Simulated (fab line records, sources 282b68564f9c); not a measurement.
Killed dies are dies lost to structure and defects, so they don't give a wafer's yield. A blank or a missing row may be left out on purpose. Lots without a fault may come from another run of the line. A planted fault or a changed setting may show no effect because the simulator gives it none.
One fault seen from 2 desks | flow rit_cmos | each desk has only its own numbers; what lay behind them comes last

THE METROLOGY DESK
What the gauges read, lot by lot, whatever tool the lot ran on: means of the sampled wafers that have a number. A lot is out of limits, marked OUT, if its mean lies more than 4 standard deviations from the usual mean; the brackets give that distance.
Columns: A = PLDD_TW at RIT_PLDD_TW_MEAS_10, usual 2342; B = PLDD_RS at RIT_SDANNEAL_RS_MEAS_06, usual 178.7 ohm/sq
lot  | first seen here | A              | B
L349 | day 3 02:00     | 2355           | 177.4
L350 | day 3 05:01     | 2345           | 178.3
L351 | day 3 07:22     | 2349           | 178.4
L352 | day 3 15:51     | 2337           | 179.1
L353 | day 3 18:22     | 2336           | 178.9
L354 | day 4 00:57     | 2322           | 179.6
L355 | day 4 04:16     | 2326           | 178.5
L356 | day 4 09:13     | 2308           | 181.1 (+4.3) OUT
L359 | day 5 03:17     | 2212 (-12) OUT | 182.5 (+6.8) OUT
L365 | day 6 09:46     | 2339           | 178.3
L366 | day 6 14:44     | 2346           | 178.1
L368 | day 6 23:40     | 2338           | 178.8
L371 | day 7 12:20     | 2332           | 178.5
This desk's finding: out of limits on L356, L359; first on L356, day 4 15:33 (PLDD_RS at RIT_SDANNEAL_RS_MEAS_06). In limits: L349, L350, L351, L352, L353, L354, L355, L365, L366, L368, L371.

THE TOOL OWNER'S DESK: implanter-03
The tool's own readings at RIT_PLDD_IMPLANT_08: means of the sampled wafers that have a number, for each lot that ran on this tool. A lot is out of limits, marked OUT, if its mean lies more than 4 standard deviations from the usual mean; the brackets give that distance.
Columns: A = end_station_pressure_torr at RIT_PLDD_IMPLANT_08, usual 7.3e-06 Torr
lot  | first seen here | A
L354 | day 4 00:38     | 7.2e-06
L355 | day 4 03:58     | 6.7e-06
L356 | day 4 08:55     | 7.1e-06
L359 | day 5 03:01     | 7.3e-06
This desk's finding: nothing out of limits on any of the 4 lots.

PUT TOGETHER
The metrology desk could have raised an alarm at day 4 15:33, on L356, L359.
The tool owner's desk saw nothing out of limits.
The tool owner's desk has L356, L359 on record, within its limits.
Of the lots named, all ran RIT_PLDD_IMPLANT_08 on implanter-03.

WHAT THE SIMULATOR HAD PUT IN
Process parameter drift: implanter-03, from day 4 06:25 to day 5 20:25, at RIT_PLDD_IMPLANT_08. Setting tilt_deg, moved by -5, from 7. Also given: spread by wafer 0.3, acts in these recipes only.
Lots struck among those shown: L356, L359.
Hours from the fault's start to each desk's first reading out of limits: the metrology desk, 9.
